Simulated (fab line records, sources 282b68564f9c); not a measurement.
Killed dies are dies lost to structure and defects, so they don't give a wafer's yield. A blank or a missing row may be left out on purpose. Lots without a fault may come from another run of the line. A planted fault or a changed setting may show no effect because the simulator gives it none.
fab line records | flow rit_cmos
record lots=14 wafers=42 last_day=8
route steps=202 shown M1@189
lots that met no fault: from a run of the same line without faults
start_h: hours from the record's first day to the start of the lot's first wafer shown | wait_h: hours since the lot's step before | " the same as in the row above | L1.1+2: a row that stands for several wafers | - no value, or no start given | * or withheld: withheld | < > ~ a bound
route shown NAME@n: a module of which the file shows steps, and the number in the route of the first | usual: mean/standard deviation of fault-free wafers | same: alike in all rows | chamber/n: place in a boat | sites: the reading at each site | _std_site: their standard deviation | _edge_site: outer sites' mean less inner sites' | radius_mm: how far each site lies from the wafer's centre | mask NAME#n: copy n | behind: the tool/chamber that last shaped the wafer | hold: why the lot was held/for how many hours/how that ended | device: the transistor (n, p or np) that didn't switch | end of line: the same wafers' tests at the end of the route | a step without rows: its recipe alone | killed: dies lost to structure and defects at the first sort, not the wafer's yield | map: a wafer's dies, x killed, . not, _ none there
set.NAME: the setting as run; set.NAME@STEP: as run at that earlier step | model.NAME: the simulator's own value behind a step, which no gauge read
steps of the route over a sample of lots; a table a step, a row a wafer
## steps
# step RIT_M1_SOFTBAKE_05
# recipe resist=NOVOLAK temp_c=90 time_s=60
# usual heater_power_total_W=34.56/0.048
# columns lot.wafer tool chamber start_h wait_h heater_power_total_W
L210.1 litho_track-04 0 61.10 0.1 34.57
L210.5 " 0 " " 34.61
L210.6 " 0 " " 34.54
L211.4 litho_track-01 0 73.06 0.1 34.60
L211.5 " 0 " " 34.51
L211.6 " 0 " " 34.56
L212.3 litho_track-04 0 73.36 0.1 34.61
L212.4 " 0 " " 34.58
L212.5 " 0 " " 34.62
L215.1 litho_track-04 0 92.23 0.1 34.53
L215.3 " 0 " " 34.53
L215.4 " 0 " " 34.60
L216.3 litho_track-01 0 97.53 0.1 34.58
L216.4 " 0 " " 34.62
L216.5 " 0 " " 34.56
L221.1 litho_track-04 0 119.36 0.1 35.74
L221.2 " 0 " " 35.74
L221.3 " 0 " " 35.83
L222.1 litho_track-04 0 123.80 0.1 35.78
L222.2 " 0 " " 35.82
L222.5 " 0 " " 35.80
L223.2 litho_track-02 0 129.59 0.1 34.56
L223.3 " 0 " " 34.57
L223.4 " 0 " " 34.56
L225.4 litho_track-02 0 137.98 0.1 34.62
L225.5 " 0 " " 34.62
L225.6 " 0 " " 34.63
L227.1 litho_track-01 0 146.55 0.1 34.57
L227.2 " 0 " " 34.62
L227.6 " 0 " " 34.47
L228.1 litho_track-01 0 148.21 0.1 34.59
L228.2 " 0 " " 34.52
L228.6 " 0 " " 34.59
L230.1 litho_track-02 0 160.00 0.1 34.56
L230.3 " 0 " " 34.55
L230.6 " 0 " " 34.59
L231.3 litho_track-01 0 168.13 0.1 34.59
L231.5 " 0 " " 34.42
L231.6 " 0 " " 34.54
L233.1 litho_track-01 0 178.44 0.1 34.56
L233.2 " 0 " " 34.60
L233.3 " 0 " " 34.52
# step RIT_M1_PROBE_99
# usual defect_limited_yield=97.1/1.1 killed_at_contacts=0.0/0.16 killed_at_front_end=7.5/2.8 killed_dies=7.6/2.9 killed_open=3.7/2 killed_short=3.8/2 sort_bin_3_pad_short=0.1/0.25 sort_bin_5_function=1.6/0.85 sort_bin_6_memory=1.1/0.62 sort_n_pass=256.4/2.9 sort_yield_pct=97.1/1.1
# same gross_dies=264 killed_at_M0_to_M3=0 killed_at_M4_up=0 killed_at_back_side=0 killed_at_other=0
# columns lot.wafer tool chamber start_h wait_h defect_limited_yield[%] killed_at_contacts killed_at_front_end killed_dies killed_open killed_short sort_bin_3_pad_short[%] sort_bin_5_function[%] sort_bin_6_memory[%] sort_n_pass sort_yield_pct[%]
L210.1 prober-01 - 64.49 0.1 96.2 0 10 10 5 5 0 2.7 1.1 254.0 96.2
L210.5 prober-01 - 64.69 0.2 97.0 0 8 8 6 2 0 1.9 1.1 256.0 97.0
L210.6 prober-01 - 64.74 0.2 98.9 0 3 3 1 2 0 1.1 0 261.0 98.9
L211.4 prober-02 - 76.55 0.2 96.6 0 9 9 3 6 1.1 1.5 0.8 255.0 96.6
L211.5 prober-02 - 76.60 0.2 95.8 0 11 11 5 6 0.8 1.9 1.5 253.0 95.8
L211.6 prober-02 - 76.65 0.2 97.0 0 8 8 6 2 0 2.7 0.4 256.0 97.0
L212.3 prober-01 - 78.00 0.2 96.2 0 10 10 4 6 1.1 1.5 1.1 254.0 96.2
L212.4 prober-01 - 78.05 0.2 97.0 0 8 8 4 4 0.4 1.5 1.1 256.0 97.0
L212.5 prober-01 - 78.10 0.2 97.3 0 7 7 4 3 0.4 1.5 0.8 257.0 97.3
L215.1 prober-02 - 95.60 0.1 95.5 0 12 12 7 5 0 3.0 1.5 252.0 95.5
L215.3 prober-02 - 95.70 0.2 98.5 0 4 4 2 2 0 1.1 0.4 260.0 98.5
L215.4 prober-02 - 95.75 0.2 99.2 0 2 2 0 2 0.4 0 0.4 262.0 99.2
L216.3 prober-01 - 100.95 0.2 96.2 0 10 10 6 4 0.4 2.3 1.1 254.0 96.2
L216.4 prober-01 - 101.00 0.2 97.3 0 7 7 5 2 0 1.5 1.1 257.0 97.3
L216.5 prober-01 - 101.05 0.2 98.1 0 5 5 1 4 0 1.1 0.8 259.0 98.1
L221.1 prober-01 - 122.60 0.1 97.0 0 8 8 7 1 0 1.5 1.5 256.0 97.0
L221.2 prober-01 - 122.65 0.1 98.9 0 3 3 3 0 0 0.8 0.4 261.0 98.9
L221.3 prober-01 - 122.70 0.2 96.2 0 10 10 5 5 0.4 1.5 1.9 254.0 96.2
L222.1 prober-02 - 127.09 0.1 96.2 0 10 10 7 3 0 2.3 1.5 254.0 96.2
L222.2 prober-02 - 127.14 0.1 97.7 0 6 6 1 5 0 0.8 1.5 258.0 97.7
L222.5 prober-02 - 127.29 0.2 97.3 0 7 7 4 3 0 1.9 0.8 257.0 97.3
L223.2 prober-02 - 134.13 0.1 96.2 0 10 10 4 6 0.4 1.9 1.5 254.0 96.2
L223.3 prober-02 - 134.18 0.2 95.8 0 11 11 4 7 0.4 2.3 1.5 253.0 95.8
L223.4 prober-02 - 134.23 0.2 97.0 0 8 8 5 3 0 3.0 0 256.0 97.0
L225.4 prober-01 - 141.29 0.2 98.5 0 4 4 2 2 0 1.5 0 260.0 98.5
L225.5 prober-01 - 141.34 0.2 98.1 1 4 5 2 3 0 1.1 0.8 259.0 98.1
L225.6 prober-01 - 141.39 0.2 97.7 0 6 6 5 1 0 1.1 1.1 258.0 97.7
L227.1 prober-01 - 149.93 0.1 97.3 0 7 7 4 3 0 1.9 0.8 257.0 97.3
L227.2 prober-01 - 149.98 0.1 97.3 0 7 7 3 4 0.4 1.5 0.8 257.0 97.3
L227.6 prober-01 - 150.18 0.2 95.8 0 11 11 6 5 0.4 1.9 1.9 253.0 95.8
L228.1 prober-02 - 151.46 0.1 97.3 0 7 7 3 3 0.4 0.8 1.5 257.0 97.3
L228.2 prober-02 - 151.51 0.1 95.8 0 11 11 4 7 0.4 2.3 1.5 253.0 95.8
L228.6 prober-02 - 151.71 0.2 98.1 0 5 5 3 2 0 1.5 0.4 259.0 98.1
L230.1 prober-02 - 163.24 0.1 97.0 0 8 8 3 5 0 2.3 0.8 256.0 97.0
L230.3 prober-02 - 163.34 0.2 98.5 0 4 4 2 2 0 0.8 0.8 260.0 98.5
L230.6 prober-02 - 163.49 0.2 95.5 0 12 12 4 8 0.4 3.0 1.1 252.0 95.5
L231.3 prober-01 - 171.54 0.2 96.2 0 10 10 3 6 0.4 2.3 1.1 254.0 96.2
L231.5 prober-01 - 171.64 0.2 99.2 0 2 2 0 1 0 0 0.8 262.0 99.2
L231.6 prober-01 - 171.69 0.2 94.7 1 13 14 8 6 0 2.3 3.0 250.0 94.7
L233.1 prober-01 - 182.13 0.1 97.0 0 8 8 6 2 0 2.3 0.8 256.0 97.0
L233.2 prober-01 - 182.18 0.1 96.6 0 9 9 3 6 0.8 0.8 1.9 255.0 96.6
L233.3 prober-01 - 182.23 0.2 94.7 1 13 14 5 9 0 3.4 1.9 250.0 94.7
# killed by level:class
L210.1 REOX:geometric_particle:short=3 REOX:geometric_particle:open=2 SILICIDE:geometric_particle:short=2 GATE:geometric_particle:open=1 SPACER:geometric_particle:open=1 SILICIDE:geometric_particle:open=1
L210.5 GATE:geometric_particle:open=3 SILICIDE:geometric_particle:open=2 FOX2:geometric_particle:open=1 REOX:geometric_particle:short=1 SILICIDE:geometric_particle:short=1
L210.6 FOX1:geometric_particle:open=1 FOX2:geometric_particle:short=1 GATE:geometric_particle:short=1
L211.4 REOX:geometric_particle:short=2 ACTIVE:geometric_particle:short=1 FOX1:geometric_particle:open=1 FOX1:geometric_particle:short=1 FOX2:geometric_particle:short=1 GATE:geometric_particle:short=1 SPACER:geometric_particle:open=1 SILICIDE:geometric_particle:open=1
L211.5 FOX1:geometric_particle:open=2 FOX1:geometric_particle:short=2 GATE:geometric_particle:short=2 SPACER:geometric_particle:short=2 GATE:geometric_particle:open=1 SPACER:geometric_particle:open=1 SILICIDE:geometric_particle:open=1
L211.6 GATE:geometric_particle:short=2 GATE:geometric_particle:open=2 SPACER:geometric_particle:open=2 SILICIDE:geometric_particle:open=2
L212.3 GATE:geometric_particle:short=3 GATE:geometric_particle:open=2 FOX2:geometric_particle:open=1 FOX2:geometric_particle:short=1 REOX:geometric_particle:short=1 SPACER:geometric_particle:short=1 SILICIDE:geometric_particle:open=1
L212.4 FOX2:geometric_particle:short=2 REOX:geometric_particle:short=2 SPACER:geometric_particle:open=2 GATE:geometric_particle:open=1 REOX:geometric_particle:open=1
L212.5 GATE:geometric_particle:open=2 SPACER:geometric_particle:short=2 FOX2:geometric_particle:open=1 GATE:geometric_particle:short=1 SPACER:geometric_particle:open=1
L215.1 GATE:geometric_particle:open=4 FOX2:geometric_particle:open=2 SILICIDE:geometric_particle:short=2 FOX1:geometric_particle:short=1 FOX1:geometric_particle:open=1 GATE:geometric_particle:short=1 SPACER:geometric_particle:short=1
L215.3 SPACER:geometric_particle:open=2 GATE:geometric_particle:short=1 REOX:geometric_particle:short=1
L215.4 FOX1:geometric_particle:short=1 GATE:geometric_particle:short=1
L216.3 FOX1:geometric_particle:open=3 GATE:geometric_particle:short=2 GATE:geometric_particle:open=1 REOX:geometric_particle:open=1 REOX:geometric_particle:short=1 SPACER:geometric_particle:open=1 SILICIDE:geometric_particle:short=1
L216.4 FOX1:geometric_particle:open=2 FOX1:geometric_particle:short=1 GATE:geometric_particle:open=1 REOX:geometric_particle:open=1 SPACER:geometric_particle:short=1 SILICIDE:geometric_particle:open=1
L216.5 GATE:geometric_particle:short=3 GATE:geometric_particle:open=1 REOX:geometric_particle:short=1
L221.1 GATE:geometric_particle:open=6 FOX2:geometric_particle:open=1 GATE:geometric_particle:short=1
L221.2 GATE:geometric_particle:open=1 REOX:geometric_particle:open=1 SILICIDE:geometric_particle:open=1
L221.3 GATE:geometric_particle:short=2 FOX1:geometric_particle:short=1 FOX2:geometric_particle:open=1 GATE:geometric_particle:open=1 REOX:geometric_particle:open=1 SPACER:geometric_particle:open=1 SPACER:geometric_particle:short=1 SILICIDE:geometric_particle:short=1
L222.1 GATE:geometric_particle:open=4 REOX:geometric_particle:open=2 GATE:geometric_particle:short=1 SPACER:geometric_particle:short=1 SPACER:geometric_particle:open=1 SILICIDE:geometric_particle:short=1
L222.2 FOX2:geometric_particle:short=2 GATE:geometric_particle:short=2 REOX:geometric_particle:open=1 SILICIDE:geometric_particle:short=1
L222.5 GATE:geometric_particle:open=2 GATE:geometric_particle:short=2 FOX1:geometric_particle:short=1 FOX2:geometric_particle:open=1 SILICIDE:geometric_particle:open=1
L223.2 FOX2:geometric_particle:short=3 FOX2:geometric_particle:open=3 GATE:geometric_particle:short=2 FOX1:geometric_particle:short=1 REOX:geometric_particle:open=1
L223.3 GATE:geometric_particle:short=3 FOX2:geometric_particle:short=2 FOX2:geometric_particle:open=2 FOX1:geometric_particle:open=1 GATE:geometric_particle:open=1 SPACER:geometric_particle:short=1 SILICIDE:geometric_particle:short=1
L223.4 GATE:geometric_particle:short=3 GATE:geometric_particle:open=2 FOX1:geometric_particle:open=1 FOX2:geometric_particle:open=1 REOX:geometric_particle:open=1
L225.4 GATE:geometric_particle:open=1 GATE:geometric_particle:short=1 SPACER:geometric_particle:open=1 SPACER:geometric_particle:short=1
L225.5 REOX:geometric_particle:short=2 GATE:geometric_particle:short=1 GATE:geometric_particle:open=1 CONTACT:geometric_particle:open=1
L225.6 GATE:geometric_particle:open=3 FOX1:geometric_particle:open=1 FOX2:geometric_particle:open=1 GATE:geometric_particle:short=1
L227.1 REOX:geometric_particle:open=3 GATE:geometric_particle:short=2 FOX1:geometric_particle:short=1 GATE:geometric_particle:open=1
L227.2 GATE:geometric_particle:open=1 GATE:geometric_particle:short=1 REOX:geometric_particle:short=1 REOX:geometric_particle:open=1 SPACER:geometric_particle:short=1 SILICIDE:geometric_particle:short=1 SILICIDE:geometric_particle:open=1
L227.6 GATE:geometric_particle:open=4 GATE:geometric_particle:short=2 SILICIDE:geometric_particle:short=2 REOX:geometric_particle:open=1 SPACER:geometric_particle:short=1 SILICIDE:geometric_particle:open=1
L228.1 SPACER:geometric_particle:short=1 FOX2:geometric_particle:open=1 GATE:geometric_particle:short=1 GATE:geometric_particle:open=1 REOX:geometric_particle:open=1 REOX:geometric_particle:short=1 PSD:coat_microbubble_printed=1
L228.2 REOX:geometric_particle:short=3 GATE:geometric_particle:short=2 REOX:geometric_particle:open=2 FOX1:geometric_particle:short=1 GATE:geometric_particle:open=1 SILICIDE:geometric_particle:open=1 SILICIDE:geometric_particle:short=1
L228.6 REOX:geometric_particle:short=2 GATE:geometric_particle:open=1 REOX:geometric_particle:open=1 SILICIDE:geometric_particle:open=1
L230.1 SPACER:geometric_particle:short=3 GATE:geometric_particle:short=2 FOX1:geometric_particle:open=1 GATE:geometric_particle:open=1 SILICIDE:geometric_particle:open=1
L230.3 FOX1:geometric_particle:open=1 FOX2:geometric_particle:open=1 GATE:geometric_particle:short=1 SPACER:geometric_particle:short=1
L230.6 GATE:geometric_particle:short=4 REOX:geometric_particle:open=2 SILICIDE:geometric_particle:short=2 FOX2:geometric_particle:open=1 GATE:geometric_particle:open=1 REOX:geometric_particle:short=1 SPACER:geometric_particle:short=1
L231.3 GATE:geometric_particle:short=4 ACTIVE:geometric_particle:open=1 FOX1:geometric_particle:short=1 GATE:geometric_particle:open=1 REOX:geometric_particle:short=1 SPACER:geometric_particle:open=1 NRETRO:coat_microbubble_printed=1
L231.5 GATE:geometric_particle:short=1 NRETRO:coat_microbubble_printed=1
L231.6 GATE:geometric_particle:open=4 FOX2:geometric_particle:short=3 GATE:geometric_particle:short=2 SPACER:geometric_particle:open=2 FOX1:geometric_particle:open=1 SPACER:geometric_particle:short=1 CONTACT:geometric_particle:open=1
L233.1 GATE:geometric_particle:open=5 GATE:geometric_particle:short=1 REOX:geometric_particle:open=1 SILICIDE:geometric_particle:short=1
L233.2 REOX:geometric_particle:short=3 GATE:geometric_particle:open=2 FOX2:geometric_particle:short=1 GATE:geometric_particle:short=1 SPACER:geometric_particle:open=1 SPACER:geometric_particle:short=1
L233.3 GATE:geometric_particle:short=3 REOX:geometric_particle:short=2 SPACER:geometric_particle:open=2 FOX1:geometric_particle:short=1 FOX2:geometric_particle:short=1 GATE:geometric_particle:open=1 REOX:geometric_particle:open=1 SILICIDE:geometric_particle:short=1
## key
first_sign step=RIT_M1_SOFTBAKE_05 reading=heater_power_total_W direction=up sigmas=26 usual=34.56 struck=35.78
effect none on later readings
met_at RIT_M1_SOFTBAKE_05
struck_lots L221,L222
loop_trim step=RIT_M1_EXPOSE_06 setting=dose lots=L222
onset_between 92.23 119.36
fault kind=process_parameter_drift tool=litho_track-04 chamber=- onset_h=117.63 steps=RIT_M1_SOFTBAKE_05 channel=time_s offset=* shape=step end_h=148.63 acts_in=* stated=*
# loop_trim: a control loop set the setting to another value than it would have without faults
